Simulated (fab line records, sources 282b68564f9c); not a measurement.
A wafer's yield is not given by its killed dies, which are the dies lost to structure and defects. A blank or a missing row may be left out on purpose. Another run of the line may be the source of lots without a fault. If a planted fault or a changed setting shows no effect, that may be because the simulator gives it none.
fab line records    flow ritCmos
record: lots: 14  wafers: 42  lastDay: 8
route steps=202 shown SILICIDE@162 M1@202
lots that met no fault: from a run of the same line without faults
startH: start of the lot's first displayed wafer, in hours after the record's first day    waitH: how many hours have passed since the lot's step before this one    " repeats the value in the row above    L1.1+2: several wafers, shown together as one row    - value missing, or start not given    * or withheld: withheld    < > ~ a bound
route shown NAME@n: a module of which the file shows steps, and the number in the route of the first    usual: mean/standard deviation of fault-free wafers    same: alike in all rows    chamber/n: place in a boat    sites: readings site by site    _std_site: standard deviation of those values    _edge_site: outer sites' mean less inner sites'    radiusMm: for every site, how far away it sits from the centre of the wafer    mask NAME#n: copy n    behind: tool/chamber where the wafer was last shaped    hold: why the lot was held/for how many hours/how that ended    device: the transistor (n, p or np) that didn't switch    end of line: the route-end tests of the same wafers    a step with no rows: only its recipe    killed: not the wafer's yield, but the dies lost to structure and defects at the first sort    map: dies across one wafer; x = killed, . = not, _ = none there
set.NAME: the setting the step ran with; set.NAME@STEP: the setting that earlier step ran with    model.NAME: the simulator's own value behind a step, which no gauge read
route steps across a sampled set of lots; one table per step, one row per wafer
services: the hour from which a tool's chamber was out of use, counted from the record's first day as startH (under 0 if before that day), plus the number of hours and why
== steps ==
step: RIT_SILICIDE_SPUTTER_01
recipe: material: Ti  targetThkNm: 30  powerW: 350  chamberPressurePa: 0.667  gas: Ar  timeS: 234.8  substrateTempC: 25
usual: throttleValvePct: 29.4/1.2
lot.wafer  tool           chamber  startH  waitH  throttleValvePct
L756.1     pvdSputter-03  -        53.61   0.0    28.7
L756.3     "              -        "       "      27.8
L756.4     "              -        "       "      30.9
L757.2     pvdSputter-02  -        56.61   0.0    27.1
L757.3     "              -        "       "      28.5
L757.4     "              -        "       "      30.1
L758.1     pvdSputter-03  -        61.60   0.0    27.8
L758.2     "              -        "       "      29.5
L758.5     "              -        "       "      27.7
L761.1     pvdSputter-04  -        76.92   0.0    30.3
L761.4     "              -        "       "      30.2
L761.6     "              -        "       "      29.8
L762.1     pvdSputter-02  -        83.79   0.0    30.0
L762.3     "              -        "       "      27.4
L762.6     "              -        "       "      30.1
L763.2     pvdSputter-04  -        86.76   0.0    30.1
L763.4     "              -        "       "      30.2
L763.6     "              -        "       "      30.3
L764.2     pvdSputter-02  -        94.16   0.0    27.2
L764.3     "              -        "       "      30.8
L764.6     "              -        "       "      30.4
L769.2     pvdSputter-04  -        118.72  0.0    29.5
L769.4     "              -        "       "      30.4
L769.6     "              -        "       "      30.1
L771.2     pvdSputter-03  -        127.08  0.0    27.9
L771.4     "              -        "       "      28.5
L771.5     "              -        "       "      27.8
L774.2     pvdSputter-02  -        146.32  0.0    27.3
L774.4     "              -        "       "      30.6
L774.6     "              -        "       "      28.6
L775.2     pvdSputter-03  -        154.15  0.0    28.6
L775.4     "              -        "       "      27.8
L775.6     "              -        "       "      27.6
L776.3     pvdSputter-02  -        159.86  0.0    30.1
L776.4     "              -        "       "      27.0
L776.5     "              -        "       "      30.0
L778.1     pvdSputter-02  -        169.73  0.0    27.5
L778.5     "              -        "       "      27.3
L778.6     "              -        "       "      28.9
L779.1     pvdSputter-04  -        181.70  0.0    30.1
L779.4     "              -        "       "      30.2
L779.6     "              -        "       "      30.3
step: RIT_SILICIDE_RS_MEAS_02
recipe: thkMeasGauge: four-point-probe  reads: Ti_of_SILICIDE_SPUTTER_01
usual: SILICIDE_TI_RS: 49.6/0.7
lot.wafer  tool          chamber  startH  waitH  SILICIDE_TI_RS[ohm/sq]
L756.1     filmMetro-03  -        53.76   0.1    49.4
L756.3     "             -        "       "      49.5
L756.4     "             -        "       "      49.2
L757.2     filmMetro-03  -        56.78   0.1    49.5
L757.3     "             -        "       "      48.9
L757.4     "             -        "       "      49.8
L758.1     filmMetro-03  -        61.75   0.1    49.4
L758.2     "             -        "       "      49.1
L758.5     "             -        "       "      50.1
L761.1     filmMetro-04  -        77.07   0.1    49.5
L761.4     "             -        "       "      49.3
L761.6     "             -        "       "      48.7
L762.1     filmMetro-02  -        83.94   0.1    31.7
L762.3     "             -        "       "      50.0
L762.6     "             -        "       "      32.0
L763.2     filmMetro-03  -        86.93   0.1    50.4
L763.4     "             -        "       "      50.2
L763.6     "             -        "       "      50.4
L764.2     filmMetro-03  -        94.33   0.1    49.0
L764.3     "             -        "       "      49.0
L764.6     "             -        "       "      31.2
L769.2     filmMetro-04  -        118.89  0.1    49.9
L769.4     "             -        "       "      50.6
L769.6     "             -        "       "      50.0
L771.2     filmMetro-02  -        127.25  0.1    50.5
L771.4     "             -        "       "      50.4
L771.5     "             -        "       "      50.3
L774.2     filmMetro-02  -        146.49  0.1    50.1
L774.4     "             -        "       "      50.5
L774.6     "             -        "       "      49.7
L775.2     filmMetro-03  -        154.32  0.1    49.2
L775.4     "             -        "       "      50.3
L775.6     "             -        "       "      49.6
L776.3     filmMetro-03  -        160.05  0.1    50.6
L776.4     "             -        "       "      49.1
L776.5     "             -        "       "      49.9
L778.1     filmMetro-04  -        169.88  0.1    50.4
L778.5     "             -        "       "      49.9
L778.6     "             -        "       "      49.1
L779.1     filmMetro-03  -        181.85  0.1    50.1
L779.4     "             -        "       "      50.3
L779.6     "             -        "       "      50.4
step: RIT_SILICIDE_THK_MEAS_03
recipe: thkMeasGauge: xrf  reads: Ti_of_SILICIDE_SPUTTER_01
usual: SILICIDE_TI_THK: 28.9/0.41
lot.wafer  tool          chamber  startH  waitH  SILICIDE_TI_THK[nm]
L756.1     filmMetro-03  -        53.88   0.1    29.2
L756.3     "             -        "       "      29.0
L756.4     "             -        "       "      29.3
L757.2     filmMetro-03  -        56.89   0.1    29.2
L757.3     "             -        "       "      29.5
L757.4     "             -        "       "      29.0
L758.1     filmMetro-03  -        61.87   0.1    29.2
L758.2     "             -        "       "      29.4
L758.5     "             -        "       "      28.8
L761.1     filmMetro-04  -        77.19   0.1    29.1
L761.4     "             -        "       "      29.0
L761.6     "             -        "       "      29.5
L762.1     filmMetro-02  -        84.06   0.1    41.3
L762.3     "             -        "       "      28.7
L762.6     "             -        "       "      41.1
L763.2     filmMetro-03  -        87.04   0.1    28.7
L763.4     "             -        "       "      28.8
L763.6     "             -        "       "      28.7
L764.2     filmMetro-03  -        94.44   0.1    29.4
L764.3     "             -        "       "      29.4
L764.6     "             -        "       "      42.3
L769.2     filmMetro-04  -        119.00  0.1    28.7
L769.4     "             -        "       "      28.3
L769.6     "             -        "       "      28.6
L771.2     filmMetro-02  -        127.36  0.1    28.5
L771.4     "             -        "       "      28.5
L771.5     "             -        "       "      28.6
L774.2     filmMetro-02  -        146.60  0.1    28.5
L774.4     "             -        "       "      28.3
L774.6     "             -        "       "      28.7
L775.2     filmMetro-03  -        154.43  0.1    29.2
L775.4     "             -        "       "      28.6
L775.6     "             -        "       "      29.1
L776.3     filmMetro-03  -        160.15  0.1    28.6
L776.4     "             -        "       "      29.2
L776.5     "             -        "       "      28.9
L778.1     filmMetro-04  -        170.00  0.1    28.3
L778.5     "             -        "       "      28.6
L778.6     "             -        "       "      28.8
L779.1     filmMetro-03  -        181.97  0.1    28.8
L779.4     "             -        "       "      28.7
L779.6     "             -        "       "      28.5
step: RIT_M1_PROBE_99
usual: killedAtContacts: 0.1/0.24  killedAtFrontEnd: 6.7/2.9  killedDies: 6.8/2.9  killedOpen: 3.5/2  killedShort: 3.2/1.9
same: grossDies: 264  killed_at_M0_to_M3: 0  killed_at_M4_up: 0  killedAtBackSide: 0  killedAtOther: 0
lot.wafer  tool       chamber  startH  waitH  killedAtContacts  killedAtFrontEnd  killedDies  killedOpen  killedShort
L774.2     prober-01  -        153.41  0.1    0                 4                 4           2           2
L774.4     prober-01  -        153.51  0.2    0                 12                12          8           4
L774.6     prober-01  -        153.61  0.2    0                 6                 6           3           3
killed by level:class
L774.2 GATE:geometricParticle:open=2 SILICIDE:geometricParticle:short=2
L774.4 GATE:geometricParticle:open=4 FOX2:geometricParticle:open=2 FOX1:geometricParticle:short=1 FOX2:geometricParticle:short=1 REOX:geometricParticle:short=1 REOX:geometricParticle:open=1 SPACER:geometricParticle:short=1 SILICIDE:geometricParticle:open=1
L774.6 SPACER:geometricParticle:open=2 FOX1:geometricParticle:short=1 GATE:geometricParticle:open=1 GATE:geometricParticle:short=1 SPACER:geometricParticle:short=1
== services ==
tool           chamber  startH  hours  kind
pvdSputter-02  -        35.47   5.5    repair
== key ==
firstSign: step: RIT_SILICIDE_RS_MEAS_02  reading: SILICIDE_TI_RS  direction: down  sigmas: 26  usual: 49.6  struck: 31.6
effect: step: RIT_SILICIDE_THK_MEAS_03  reading: SILICIDE_TI_THK  direction: up  sigmas: 31  usual: 28.9  struck: 41.6
metAt RIT_SILICIDE_SPUTTER_01
struckLots L762,L764
struckWafers L762.1,L762.6,L764.6
testerLeftOut L762,L764
onsetBetween 56.61 83.79
fault: kind: processParameterDrift  tool: pvdSputter-02  chamber: -  onsetH: 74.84  steps: RIT_SILICIDE_SPUTTER_01  channel: targetThkNm  offset: 13.5  shape: step  endH: 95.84  stated: 30  scope: struckWafersOnly
testerLeftOut: of these lots the tester's yield and bins aren't shown, on N5 and GAA mostly nor the transistor test; their killed dies are dies lost to structure and defects alone, not to doping, threshold or leakage, so they don't give the yield
